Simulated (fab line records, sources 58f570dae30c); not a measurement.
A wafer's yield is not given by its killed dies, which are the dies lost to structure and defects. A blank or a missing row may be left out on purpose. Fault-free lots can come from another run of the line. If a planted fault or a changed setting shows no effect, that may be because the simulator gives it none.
The tool behind it: which one? -- flow berkeley cmos170 -- 13 lots, 39 wafers sampled, at 6 steps of a route of 331

## WHAT THE GAUGES SHOWED, per wafer
UCB170_WELLDRIVE_THK_MEAS_02. Usual: for WELLDRIVE_OXIDE_THK the level is 198 nm and the standard deviation is 4.4.
lot,measured,on,WELLDRIVE_OXIDE_THK (nm),flag
L953,day 3 10:37,film metro-04,200 197 197,
L954,day 3 17:59,film metro-02,194 194 192,
L956,day 3 23:29,film metro-02,199 198 197,
L955,day 4 03:00,film metro-04,195 200 198,
L958,day 4 17:29,film metro-04,198 199 200,
L962,day 5 02:17,film metro-04,190 192 187,
L959,day 5 02:20,film metro-04,197 195 197,
L961,day 5 07:07,film metro-04,197 196 196,
L964,day 5 23:53,film metro-04,197 198 200,
L970,day 6 19:27,film metro-04,207 202 202,
L972,day 7 10:16,film metro-04,192 196 190,
L975,day 7 19:04,film metro-02,204 202 203,
L976,day 8 04:08,film metro-04,199 201 200,

UCB170_ACTIVE_OVL_MEAS_14. Usual: for ACTIVE_OVL the level is -8 nm and the standard deviation is 6.3.
lot,measured,on,ACTIVE_OVL (nm),flag
L953,day 4 06:13,overlay-01,-13 -8 -10,
L954,day 4 11:50,overlay-02,-2 4 0,
L956,day 4 18:08,overlay-02,-11 -8 -14,
L955,day 4 18:24,overlay-01,-20 -5 -17,
L958,day 5 11:07,overlay-01,-3 2 -7,
L962,day 5 20:19,overlay-02,-12 -9 -12,
L959,day 5 20:35,overlay-02,-10 -4 -9,
L961,day 6 01:02,overlay-01,-12 -7 -11,
L964,day 6 13:13,overlay-02,-5 -13 -13,
L970,day 7 12:16,overlay-02,-19 -14 -16,
L972,day 8 01:49,overlay-01,6 -10 -6,
L975,day 8 12:21,overlay-02,2 -2 7,
L976,day 8 22:46,overlay-02,-14 -11 -24,

UCB170_M3_RS_MEAS_02: measures by four-point-probe. Usual: for M3_AL_RS the level is 0.0321 ohm/sq and the standard deviation is 0.00036.
lot,measured,on,M3_AL_RS (ohm/sq),flag
L953,day 7 12:53,film metro-03,0.0319 0.0320 0.0319,
L954,day 7 16:16,film metro-03,0.0325 0.0322 0.0324,
L956,day 8 09:02,film metro-02,0.0322 0.0323 0.0322,
L955,day 8 09:08,film metro-01,0.0322 0.0327 0.0326,
L958,day 8 16:59,film metro-03,0.0318 0.0326 0.0322,
L962,day 9 10:13,film metro-01,0.0319 0.0315 0.0317,
L959,day 9 04:57,film metro-03,0.0321 0.0319 0.0323,
L961,day 9 05:31,film metro-03,0.0321 0.0323 0.0319,
L964,day 10 05:38,film metro-03,0.0319 0.0315 0.0317,
L970,day 11 13:58,film metro-02,0.0322 0.0509 0.0508,OFF
L972,day 11 14:34,film metro-01,0.0320 0.0321 0.0323,
L975,day 12 01:35,film metro-01,0.0315 0.0315 0.0313,
L976,day 12 04:59,film metro-02,0.0316 0.0317 0.0316,

UCB170_M3_THK_MEAS_03: measures by xrf. Usual: for M3_AL_THK the level is 895 nm and the standard deviation is 10.
lot,measured,on,M3_AL_THK (nm),flag
L953,day 7 13:01,film metro-03,894 898 899,
L954,day 7 16:23,film metro-03,879 886 886,
L956,day 8 09:08,film metro-02,897 895 892,
L955,day 8 09:16,film metro-01,890 875 883,
L958,day 8 17:05,film metro-03,903 874 887,
L962,day 9 10:20,film metro-01,899 911 902,
L959,day 9 05:04,film metro-03,897 901 892,
L961,day 9 05:38,film metro-03,894 888 897,
L964,day 10 05:46,film metro-03,904 914 909,
L970,day 11 14:05,film metro-02,888 567 564,OFF
L972,day 11 14:41,film metro-01,897 899 889,
L975,day 12 01:41,film metro-01,909 911 919,
L976,day 12 05:06,film metro-02,912 906 910,

## WHICH TOOL RAN EACH LOT (tool, then ch and the chambers of the sampled wafers, then the start)
lot,UCB170_SDANNEAL_RTA_00,UCB170_M3_SPUTTER_01
L953,"rtp anneal-01 ch 0, day 6 14:59","pvd sputter-02, day 7 12:49"
L954,"rtp anneal-01 ch 0, day 6 19:14","pvd sputter-02, day 7 16:11"
L956,"rtp anneal-02 ch 0, day 7 07:20","pvd sputter-03, day 8 08:55"
L955,"rtp anneal-01 ch 0, day 7 07:30","pvd sputter-01, day 8 09:02"
L958,"rtp anneal-01 ch 0, day 7 18:53","pvd sputter-01, day 8 16:51"
L962,"rtp anneal-01 ch 0, day 8 09:34","pvd sputter-02, day 9 10:08"
L959,"rtp anneal-01 ch 0, day 8 08:55","pvd sputter-01, day 9 04:52"
L961,"rtp anneal-01 ch 0, day 8 10:10","pvd sputter-03, day 9 05:25"
L964,"rtp anneal-02 ch 0, day 9 07:14","pvd sputter-03, day 10 05:34"
L970,"rtp anneal-01 ch 0, day 10 09:40","pvd sputter-03, day 11 13:53"
L972,"rtp anneal-02 ch 0, day 10 10:59","pvd sputter-02, day 11 14:28"
L975,"rtp anneal-02 ch 0, day 11 00:08","pvd sputter-02, day 12 01:28"
L976,"rtp anneal-01 ch 0, day 11 06:16","pvd sputter-01, day 12 04:53"
- UCB170_SDANNEAL_RTA_00: time 10 s.
- UCB170_M3_SPUTTER_01: material Al, target thk 900 nm, time 120 s.

## AS READ BY THE TOOLS THEMSELVES (means over the sampled wafers that have a number; for cases with no such wafer, the mark the record gives instead)
UCB170_SDANNEAL_RTA_00. Usual: lamp power pct 23.86 %, standard deviation 0.13; wafer_temp_C_max 904.8, standard deviation 2.2.
lot,tool,lamp power pct (%),wafer_temp_C_max,flag
L953,rtp anneal-01,23.76,906.6,
L954,rtp anneal-01,23.73,907.1,
L956,rtp anneal-02,24.00,902.9,
L955,rtp anneal-01,23.73,907.3,
L958,rtp anneal-01,23.74,905.6,
L962,rtp anneal-01,23.74,907.2,
L959,rtp anneal-01,23.71,908.4,
L961,rtp anneal-01,23.73,906.4,
L964,rtp anneal-02,23.98,902.6,
L970,rtp anneal-01,23.73,905.5,
L972,rtp anneal-02,23.97,903.4,
L975,rtp anneal-02,23.97,903.3,
L976,rtp anneal-01,23.72,906.3,

UCB170_M3_SPUTTER_01. Usual: cathode dc power W 5999.8 W, standard deviation 1.3; throttle valve pct 29.7 %, standard deviation 1.1.
lot,tool,cathode dc power W (W),throttle valve pct (%),flag
L953,pvd sputter-02,6000.0,28.8,
L954,pvd sputter-02,6000.7,28.8,
L956,pvd sputter-03,6000.2,28.8,
L955,pvd sputter-01,6000.2,30.6,
L958,pvd sputter-01,6000.2,30.6,
L962,pvd sputter-02,5999.1,30.2,
L959,pvd sputter-01,5998.8,30.4,
L961,pvd sputter-03,6001.4,28.9,
L964,pvd sputter-03,6000.1,28.7,
L970,pvd sputter-03,6000.5,28.4,
L972,pvd sputter-02,5999.6,28.8,
L975,pvd sputter-02,6000.0,29.6,
L976,pvd sputter-01,6000.3,30.6,

## THE ANSWER, worked out from the rows above alone
Rule: a lot counts as off when the mean over its wafers that have a number is more than 3 standard deviations away from the usual mean. Also off: a lot with no number at a reading for which 4 or more lots have one. All remaining lots with rows at the step are treated as sound. After the gauges, taken in route order, come the tools' own readings; for these a lot's mean is taken, as printed above. The first step at which some lot is off is used, and at that step the reading that is off furthest; a lot without a number counts as furthest.
Off: at UCB170_M3_RS_MEAS_02 (M3_AL_RS), L970.
A tool fits if, at a process step before that reading, it ran every lot that is off, and no sound lot after the first of them. Those tools and the gauges at UCB170_M3_RS_MEAS_02 are tried in the same way. One fits: UCB170_M3_SPUTTER_01 on pvd sputter-03. Its last sound lot is L964 (day 10 05:34), its first lot that is off L970 (day 11 13:53): a fault that began between those two fits.

## WHAT HAD BEEN PUT IN BY THE SIMULATOR
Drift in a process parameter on pvd sputter-03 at UCB170_M3_SPUTTER_01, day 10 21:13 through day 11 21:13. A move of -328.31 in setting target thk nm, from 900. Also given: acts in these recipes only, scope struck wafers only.
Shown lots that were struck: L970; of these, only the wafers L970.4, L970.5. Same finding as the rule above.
